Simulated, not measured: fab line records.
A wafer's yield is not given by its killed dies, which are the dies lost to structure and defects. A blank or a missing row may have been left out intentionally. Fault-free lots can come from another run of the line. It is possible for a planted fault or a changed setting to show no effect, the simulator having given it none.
A single fault, viewed from 2 desks + flow berkeley-cmos170 + each desk has only its own numbers; what lay behind them comes last

## AT THE METROLOGY DESK
What the gauges read, lot by lot, whatever tool the lot ran on: means of the sampled wafers that have a number. If a lot's mean is further than 4 standard deviations from the usual mean, the lot is out of limits and carries the mark OUT (the distance appears in the brackets).
Columns: A = NWELL_OXIDE_THK at UCB170_NWELL_THK_MEAS_02, usual 26.5 nm; B = PWELL_OVL at UCB170_PWELL_OVL_MEAS_13, usual 0 nm; C = NLDD_OVL at UCB170_NLDD_OVL_MEAS_07, usual 2 nm
| lot  | first seen here | A    | B   | C  |
|------|-----------------|------|-----|----|
| L394 | day 2 09:03     | 26.0 | 3   | 3  |
| L395 | day 2 09:04     | 26.3 | 2   | 4  |
| L396 | day 2 18:52     | 27.2 | -8  | 1  |
| L397 | day 3 01:40     | 27.3 | -10 | 7  |
| L398 | day 3 01:41     | 26.7 | -3  | -1 |
| L400 | day 3 07:46     | 27.1 | -13 | 3  |
| L402 | day 3 22:38     | 26.9 | 4   | 1  |
| L401 | day 3 22:40     | 26.0 | 7   | 4  |
| L403 | day 4 04:17     | 26.0 | 1   | 4  |
| L405 | day 4 12:49     | 26.2 | 4   | 5  |
| L407 | day 5 03:16     | 26.9 | -1  | 0  |
| L413 | day 6 05:50     | 26.5 | 2   | -  |
| L414 | day 6 13:03     | 26.1 | 0   | 8  |
| L416 | day 6 22:37     | 26.9 | 7   | 7  |
This desk found nothing out of limits on any of the 14 lots.

## THE TOOL OWNER'S DESK: litho-track-03
The tool's own readings at UCB170_PWELL_PEB_11: means of the sampled wafers that have a number, for each lot that ran on this tool. If a lot's mean is further than 4 standard deviations from the usual mean, the lot is out of limits and carries the mark OUT (the distance appears in the brackets).
Columns: A = heater-power-total-W at UCB170_PWELL_PEB_11, usual 56.80 W; B = plate-temp-C at UCB170_PWELL_PEB_11, usual 129.99 C
| lot  | first seen here | A               | B      |
|------|-----------------|-----------------|--------|
| L396 | day 3 22:59     | 56.80           | 130.14 |
| L400 | day 4 13:05     | 56.83           | 130.04 |
| L402 | day 4 22:57     | 56.79           | 130.02 |
| L407 | day 6 11:01     | 56.79           | 129.78 |
| L413 | day 7 11:57     | 59.74 (+63) OUT | -      |
| L414 | day 7 20:05     | 59.71 (+62) OUT | -      |
This desk's verdict: out of limits on L413, L414, starting with L413 at day 7 11:57 (heater-power-total-W at UCB170_PWELL_PEB_11). Within limits: L396, L400, L402, L407.

## ALL TOGETHER
The tool owner's desk could have raised an alarm at day 7 11:57, on L413, L414.
Metrology desk: nothing out of limits seen.
The metrology desk has L413, L414 on record, within its limits.
All the named lots went through UCB170_PWELL_PEB_11 on litho-track-03.

## WHAT THE SIMULATOR HAD PUT IN
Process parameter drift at UCB170_PWELL_PEB_11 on litho-track-03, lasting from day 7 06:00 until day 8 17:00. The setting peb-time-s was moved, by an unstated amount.
Lots struck among those shown: L413, L414.
Delay in hours, fault start to first out-of-limits reading, by desk: the tool owner's desk at 6.
